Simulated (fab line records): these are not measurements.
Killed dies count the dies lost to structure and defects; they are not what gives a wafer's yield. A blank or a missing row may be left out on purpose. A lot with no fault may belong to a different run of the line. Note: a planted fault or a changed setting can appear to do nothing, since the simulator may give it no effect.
fab line records + flow rit-cmos
record
- lots=15
- wafers=45
- last-day=7
route steps=202 shown NLDD@111
lots with no fault: from the same line, run without faults
start-h: the number of hours between the record's first day and the start of the first shown wafer of the lot + wait-h: hours from the lot's prior step to this one + " the same as in the row above + L1.1+2: one row covering several wafers at once + - no value, or no start given + * or withheld: withheld + < > ~ a bound
route shown NAME@n: names a module that has steps shown in the file, with the first one's number in the route + usual: mean/standard deviation taken from wafers without a fault + same: alike in all rows + chamber/n: place in a boat + sites: per-site readings + _std_site: their standard deviation + _edge_site: mean of outer sites minus mean of inner sites + radius-mm: for every site, how far away it sits from the centre of the wafer + mask NAME#n: copy n + behind: the most recent tool/chamber to have shaped the wafer + hold: reason for holding the lot/hours on hold/outcome of the hold + device: which transistor (n, p or np) failed to switch + end of line: the route-end tests of the same wafers + where a step has no rows: the recipe by itself + killed: not the wafer's yield, but the dies lost to structure and defects at the first sort + map: dies across one wafer; x = killed, . = not, _ = none there
set.NAME: the setting that was run; set.NAME@STEP: the one run at that earlier step + model.NAME: the simulator's own value behind a step, which no gauge read
a sample of lots followed through the steps of the route, with each step as a table and each wafer as a row
services: from which hour (start-h, from the record's first day; less than 0 if before it) a tool's chamber was out of use, for how many hours, and why
## steps
# step RIT_NLDD_IMPLANT_08
# recipe
- species=P
- energy-kev=20
- dose-cm2=5e+14
- tilt-deg=7
# usual
- dose-ions-cm2=5e+14/4.8e+11
- end-station-pressure-torr=6.2e-06/3.6e-07
- faraday-current-uA=1572/30
| lot.wafer | tool         | chamber | start-h | wait-h | dose-ions-cm2 | end-station-pressure-torr | faraday-current-uA |
|-----------|--------------|---------|---------|--------|---------------|---------------------------|--------------------|
| L979.1    | implanter-03 | 0       | 45.82   | 0.1    | 5.005e+14     | 6.2e-06                   | 1578               |
| L979.3    | "            | 0       | "       | "      | 5.005e+14     | 6.6e-06                   | 1569               |
| L979.6    | "            | 0       | "       | "      | 5.002e+14     | 6e-06                     | 1625               |
| L980.1    | implanter-02 | 0       | 48.26   | 0.1    | 5.004e+14     | 6.2e-06                   | 1577               |
| L980.3    | "            | 0       | "       | "      | 5.004e+14     | 6.2e-06                   | 1570               |
| L980.6    | "            | 0       | "       | "      | 4.998e+14     | 6.3e-06                   | 1589               |
| L981.1    | implanter-04 | 0       | 56.88   | 0.1    | 5.007e+14     | 6.1e-06                   | 1603               |
| L981.5    | "            | 0       | "       | "      | 5.005e+14     | 5.8e-06                   | 1567               |
| L981.6    | "            | 0       | "       | "      | 5.003e+14     | 6.8e-06                   | 1648               |
| L982.1    | implanter-04 | 0       | 58.90   | 0.1    | 4.995e+14     | 6.7e-06                   | 1584               |
| L982.3    | "            | 0       | "       | "      | 5e+14         | 5.9e-06                   | 1620               |
| L982.4    | "            | 0       | "       | "      | 4.991e+14     | 5.9e-06                   | 1578               |
| L983.1    | implanter-02 | 0       | 64.55   | 0.1    | 5.002e+14     | 6.5e-06                   | 1525               |
| L983.4    | "            | 0       | "       | "      | 4.997e+14     | 5.8e-06                   | 1513               |
| L983.5    | "            | 0       | "       | "      | 4.998e+14     | 6.3e-06                   | 1561               |
| L984.1    | implanter-03 | 0       | 68.69   | 0.1    | 4.992e+14     | 6e-06                     | 1556               |
| L984.4    | "            | 0       | "       | "      | 4.993e+14     | 6.6e-06                   | 1585               |
| L984.5    | "            | 0       | "       | "      | 4.992e+14     | 6.2e-06                   | 1625               |
| L985.1    | implanter-02 | 0       | 73.02   | 0.1    | 5.005e+14     | 6.4e-06                   | 1573               |
| L985.5    | "            | 0       | "       | "      | 4.998e+14     | 6.1e-06                   | 1576               |
| L985.6    | "            | 0       | "       | "      | 5.003e+14     | 6.2e-06                   | 1579               |
| L989.2    | implanter-04 | 0       | 95.72   | 0.1    | 5.003e+14     | 6e-06                     | 1560               |
| L989.3    | "            | 0       | "       | "      | 4.995e+14     | 6.1e-06                   | 1524               |
| L989.6    | "            | 0       | "       | "      | 4.991e+14     | 6.9e-06                   | 1567               |
| L990.2    | implanter-03 | 0       | 97.92   | 0.1    | 9.97e+13      | 5.3e-06                   | 323                |
| L990.3    | "            | 0       | "       | "      | 1e+14         | 4.9e-06                   | 311                |
| L990.5    | "            | 0       | "       | "      | 9.98e+13      | 5.5e-06                   | 324                |
| L991.1    | implanter-03 | 0       | 106.43  | 0.1    | 1.001e+14     | 5.3e-06                   | 314                |
| L991.4    | "            | 0       | "       | "      | 1.003e+14     | 5e-06                     | 323                |
| L991.6    | "            | 0       | "       | "      | 1.002e+14     | 5.1e-06                   | 318                |
| L992.4    | implanter-02 | 0       | 109.15  | 0.1    | 5.004e+14     | 6.7e-06                   | 1579               |
| L992.5    | "            | 0       | "       | "      | 5.006e+14     | 7.1e-06                   | 1540               |
| L992.6    | "            | 0       | "       | "      | 4.999e+14     | 6.3e-06                   | 1552               |
| L993.4    | implanter-03 | 0       | 116.96  | 0.1    | 1.002e+14     | 5.5e-06                   | 311                |
| L993.5    | "            | 0       | "       | "      | 1.007e+14     | 5.2e-06                   | 322                |
| L993.6    | "            | 0       | "       | "      | 1.004e+14     | 4.9e-06                   | 314                |
| L997.2    | implanter-04 | 0       | 136.28  | 0.1    | 5.005e+14     | 6.4e-06                   | 1526               |
| L997.5    | "            | 0       | "       | "      | 5.001e+14     | 5.9e-06                   | 1586               |
| L997.6    | "            | 0       | "       | "      | 5.007e+14     | 6.2e-06                   | 1559               |
| L999.1    | implanter-02 | 0       | 145.98  | 0.1    | 4.995e+14     | 6.6e-06                   | 1550               |
| L999.3    | "            | 0       | "       | "      | 4.995e+14     | 6.5e-06                   | 1559               |
| L999.6    | "            | 0       | "       | "      | 5.005e+14     | 5.5e-06                   | 1560               |
| L100.1    | implanter-04 | 0       | 148.53  | 0.1    | 4.997e+14     | 6.6e-06                   | 1544               |
| L100.4    | "            | 0       | "       | "      | 5.001e+14     | 5.8e-06                   | 1528               |
| L100.6    | "            | 0       | "       | "      | 4.991e+14     | 6.4e-06                   | 1562               |
# step RIT_NLDD_TW_MEAS_10
# usual
- NLDD_TW=2481/13
| lot.wafer | tool          | chamber | start-h | wait-h | NLDD_TW |
|-----------|---------------|---------|---------|--------|---------|
| L979.1    | film-metro-01 | -       | 46.15   | 0.1    | 2482    |
| L979.3    | "             | -       | "       | "      | 2479    |
| L979.6    | "             | -       | "       | "      | 2485    |
| L980.1    | film-metro-04 | -       | 48.58   | 0.1    | 2488    |
| L980.3    | "             | -       | "       | "      | 2476    |
| L980.6    | "             | -       | "       | "      | 2491    |
| L981.1    | film-metro-02 | -       | 57.21   | 0.1    | 2471    |
| L981.5    | "             | -       | "       | "      | 2473    |
| L981.6    | "             | -       | "       | "      | 2481    |
| L982.1    | film-metro-01 | -       | 59.23   | 0.1    | 2471    |
| L982.3    | "             | -       | "       | "      | 2459    |
| L982.4    | "             | -       | "       | "      | 2469    |
| L983.1    | film-metro-02 | -       | 64.88   | 0.1    | 2479    |
| L983.4    | "             | -       | "       | "      | 2475    |
| L983.5    | "             | -       | "       | "      | 2466    |
| L984.1    | film-metro-01 | -       | 69.02   | 0.1    | 2461    |
| L984.4    | "             | -       | "       | "      | 2475    |
| L984.5    | "             | -       | "       | "      | 2474    |
| L985.1    | film-metro-01 | -       | 73.34   | 0.1    | 2467    |
| L985.5    | "             | -       | "       | "      | 2477    |
| L985.6    | "             | -       | "       | "      | 2477    |
| L989.2    | film-metro-01 | -       | 96.03   | 0.1    | 2496    |
| L989.3    | "             | -       | "       | "      | 2489    |
| L989.6    | "             | -       | "       | "      | 2493    |
| L990.2    | film-metro-04 | -       | 98.23   | 0.1    | 1543    |
| L990.3    | "             | -       | "       | "      | 1550    |
| L990.5    | "             | -       | "       | "      | 1548    |
| L991.1    | film-metro-02 | -       | 106.76  | 0.1    | 1540    |
| L991.4    | "             | -       | "       | "      | 1555    |
| L991.6    | "             | -       | "       | "      | 1555    |
| L992.4    | film-metro-04 | -       | 109.46  | 0.1    | 2504    |
| L992.5    | "             | -       | "       | "      | 2477    |
| L992.6    | "             | -       | "       | "      | 2489    |
| L993.4    | film-metro-02 | -       | 117.24  | 0.1    | 1572    |
| L993.5    | "             | -       | "       | "      | 1568    |
| L993.6    | "             | -       | "       | "      | 1578    |
| L997.2    | film-metro-04 | -       | 136.59  | 0.1    | 2483    |
| L997.5    | "             | -       | "       | "      | 2487    |
| L997.6    | "             | -       | "       | "      | 2472    |
| L999.1    | film-metro-04 | -       | 146.30  | 0.1    | 2476    |
| L999.3    | "             | -       | "       | "      | 2466    |
| L999.6    | "             | -       | "       | "      | 2466    |
| L100.1    | film-metro-04 | -       | 148.85  | 0.1    | 2465    |
| L100.4    | "             | -       | "       | "      | 2475    |
| L100.6    | "             | -       | "       | "      | 2466    |
# step RIT_SDANNEAL_RS_MEAS_07
# recipe
- thk-meas-gauge=four-point-probe
# usual
- NLDD_RS=151.5/0.52
| lot.wafer | tool          | chamber | start-h | wait-h | NLDD_RS[ohm/sq] |
|-----------|---------------|---------|---------|--------|-----------------|
| L979.1    | film-metro-01 | -       | 54.18   | 0.1    | 151.2           |
| L979.3    | "             | -       | "       | "      | 150.6           |
| L979.6    | "             | -       | "       | "      | 151.2           |
| L980.1    | film-metro-02 | -       | 56.86   | 0.1    | 151.3           |
| L980.3    | "             | -       | "       | "      | 151.4           |
| L980.6    | "             | -       | "       | "      | 151.9           |
| L981.1    | film-metro-01 | -       | 66.14   | 0.1    | 151.9           |
| L981.5    | "             | -       | "       | "      | 152.1           |
| L981.6    | "             | -       | "       | "      | 151.6           |
| L982.1    | film-metro-02 | -       | 69.01   | 0.1    | 152.6           |
| L982.3    | "             | -       | "       | "      | 152.3           |
| L982.4    | "             | -       | "       | "      | 152.3           |
| L983.1    | film-metro-01 | -       | 72.79   | 0.1    | 150.8           |
| L983.4    | "             | -       | "       | "      | 150.5           |
| L983.5    | "             | -       | "       | "      | 150.8           |
| L984.1    | film-metro-02 | -       | 76.91   | 0.1    | 152.1           |
| L984.4    | "             | -       | "       | "      | 151.3           |
| L984.5    | "             | -       | "       | "      | 151.8           |
| L985.1    | film-metro-01 | -       | 81.54   | 0.1    | 151.0           |
| L985.5    | "             | -       | "       | "      | 150.9           |
| L985.6    | "             | -       | "       | "      | 151.1           |
| L989.2    | film-metro-02 | -       | 104.99  | 0.1    | 151.8           |
| L989.3    | "             | -       | "       | "      | 151.4           |
| L989.6    | "             | -       | "       | "      | 151.7           |
| L990.2    | film-metro-04 | -       | 107.11  | 0.1    | 519.9           |
| L990.3    | "             | -       | "       | "      | 517.7           |
| L990.5    | "             | -       | "       | "      | 523.8           |
| L991.1    | film-metro-02 | -       | 114.66  | 0.1    | 522.5           |
| L991.4    | "             | -       | "       | "      | 516.4           |
| L991.6    | "             | -       | "       | "      | 515.9           |
| L992.4    | film-metro-01 | -       | 118.62  | 0.1    | 151.1           |
| L992.5    | "             | -       | "       | "      | 151.2           |
| L992.6    | "             | -       | "       | "      | 151.4           |
| L993.4    | film-metro-02 | -       | 124.92  | 0.1    | 504.3           |
| L993.5    | "             | -       | "       | "      | 505.4           |
| L993.6    | "             | -       | "       | "      | 503.3           |
| L997.2    | film-metro-04 | -       | 145.59  | 0.1    | 151.6           |
| L997.5    | "             | -       | "       | "      | 151.7           |
| L997.6    | "             | -       | "       | "      | 151.8           |
| L999.1    | film-metro-02 | -       | 155.05  | 0.1    | 151.9           |
| L999.3    | "             | -       | "       | "      | 151.8           |
| L999.6    | "             | -       | "       | "      | 151.8           |
| L100.1    | film-metro-01 | -       | 156.65  | 0.1    | 151.1           |
| L100.4    | "             | -       | "       | "      | 151.0           |
| L100.6    | "             | -       | "       | "      | 151.4           |
## services
| tool         | chamber | start-h | hours | kind   |
|--------------|---------|---------|-------|--------|
| implanter-03 | -       | 35.90   | 3.8   | pm     |
| implanter-04 | -       | 36.35   | 3.1   | pm     |
| implanter-02 | -       | 65.66   | 1.6   | repair |
| implanter-04 | -       | 107.55  | 4.1   | repair |
| implanter-03 | -       | 118.57  | 0.6   | repair |
| implanter-02 | -       | 125.77  | 1.2   | repair |
## key
first-sign
- step=RIT_NLDD_IMPLANT_08
- reading=dose-ions-cm2
- direction=down
- sigmas=99+
- usual=5e+14
- struck=1.002e+14
effect
- step=RIT_NLDD_IMPLANT_08
- reading=faraday-current-uA
- direction=down
- sigmas=42
- usual=1572
- struck=318
effect
- step=RIT_NLDD_TW_MEAS_10
- reading=NLDD_TW
- direction=down
- sigmas=71
- usual=2481
- struck=1556
effect
- step=RIT_SDANNEAL_RS_MEAS_07
- reading=NLDD_RS
- direction=up
- sigmas=99+
- usual=151.5
- struck=514.3
met-at RIT_NLDD_IMPLANT_08
struck-lots L990,L991,L993
tester-left-out L990,L991,L993
onset-between 68.69 97.92
fault
- kind=process-parameter-drift
- tool=implanter-03
- chamber=-
- onset-h=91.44
- steps=RIT_NLDD_IMPLANT_08
- channel=dose-cm2
- offset=-4e+14
- shape=step
- end-h=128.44
- acts-in=these-recipes-only
- stated=5e+14
# tester-left-out: of these lots the tester's yield and bins aren't shown, on N5 and GAA mostly nor the transistor test; their killed dies are dies lost to structure and defects alone, not to doping, threshold or leakage, so they don't give the yield
